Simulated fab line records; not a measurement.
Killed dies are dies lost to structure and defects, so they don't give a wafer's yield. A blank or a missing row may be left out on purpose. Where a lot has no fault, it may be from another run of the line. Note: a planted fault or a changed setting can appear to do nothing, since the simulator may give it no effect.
Problem report in the 8D (eight disciplines) form, filled by code | flow berkeley_cmos170 | the parts of the form that need people (team, actions taken, sign-off) are left out

## 1. WHAT WENT WRONG
Wafers free of any fault read 2221 (standard deviation 15) for NLDD_TW at UCB170_NLDD_TW_MEAS_11, against a mean of 30 on 6 wafers of 2 lots. That is -99 or more standard deviations from the usual mean.
First observed at day 10 07:29: wafer L835.1, on film_metro-03. Wafers with a number at this step in the record: 42, from 14 lots. Rule for "out", or "out of limits": more than 4 standard deviations from the usual mean. All remaining wafers that have a number are taken as sound.

## 2. WHAT IT IS, AND WHAT IT ISN'T
question                    | is                     | is not
which readings at this step | NLDD_TW                | -
which lots                  | L835, L839             | L817, L818, L819, L820, L821, L822, L823, L824, L826, L827, L831, L840
which wafers of those lots  | all that have a number | -
read on which gauges        | film_metro-03          | film_metro-02, film_metro-04
when                        | from day 10 07:29      | up to then (33 sound wafers); but 3 sound wafers of L840 came after

## 3. THE SUSPECTS, EACH WITH WHAT RULES IT OUT
Counting: a tool at any process step up to the reading remains a suspect when it ran all the lots that are out and ran no sound lot after the first of those.
- the gauge at UCB170_NLDD_TW_MEAS_11: kept. All the wafers that are out were read on film_metro-03, and no step on other tools shows them out.
- litho_track-01 at UCB170_NLDD_DEVELOP_05 (develop time 45 s): kept. All lots that are out passed through it, beginning with L835 at day 10 06:00, and no sound lot followed; its final sound lot before that point was L831 at day 8 22:00.
The count leaves film_metro-03 at UCB170_NLDD_TW_MEAS_11 and litho_track-01 at UCB170_NLDD_DEVELOP_05.

## 4. THE CAUSE (what the simulator had put in)
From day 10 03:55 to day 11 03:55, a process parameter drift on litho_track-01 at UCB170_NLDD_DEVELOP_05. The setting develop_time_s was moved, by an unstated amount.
2 suspects survive the count, and this tool is in that group.

## 5. SEQUENCE OF EFFECTS, ordered by route
One row per reading whose mean, taken over the struck wafers that have a number, lies over 3 standard deviations from the usual. Scope: only readings with a usual standard deviation given in the record; hours: median across lots of the time from each lot's start at the first step in this table that gives one to its start at this step; sigmas: change in usual standard deviations.
hours | step                   | reading | usual | on struck wafers | change | sigmas
0     | UCB170_NLDD_TW_MEAS_11 | NLDD_TW | 2221  | 30               | -2191  | -99 or more

## 6. HOW IT WOULD HAVE BEEN CAUGHT EARLIER
In this record the first reading out of limits at a measuring or inspecting step was taken at day 10 07:29, 4 hours after the fault began at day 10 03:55.
Of the lots that are out (2), L839 began UCB170_NLDD_DEVELOP_05 on litho_track-01 after day 10 07:29. Had the tool been put on hold then, it would have been spared.
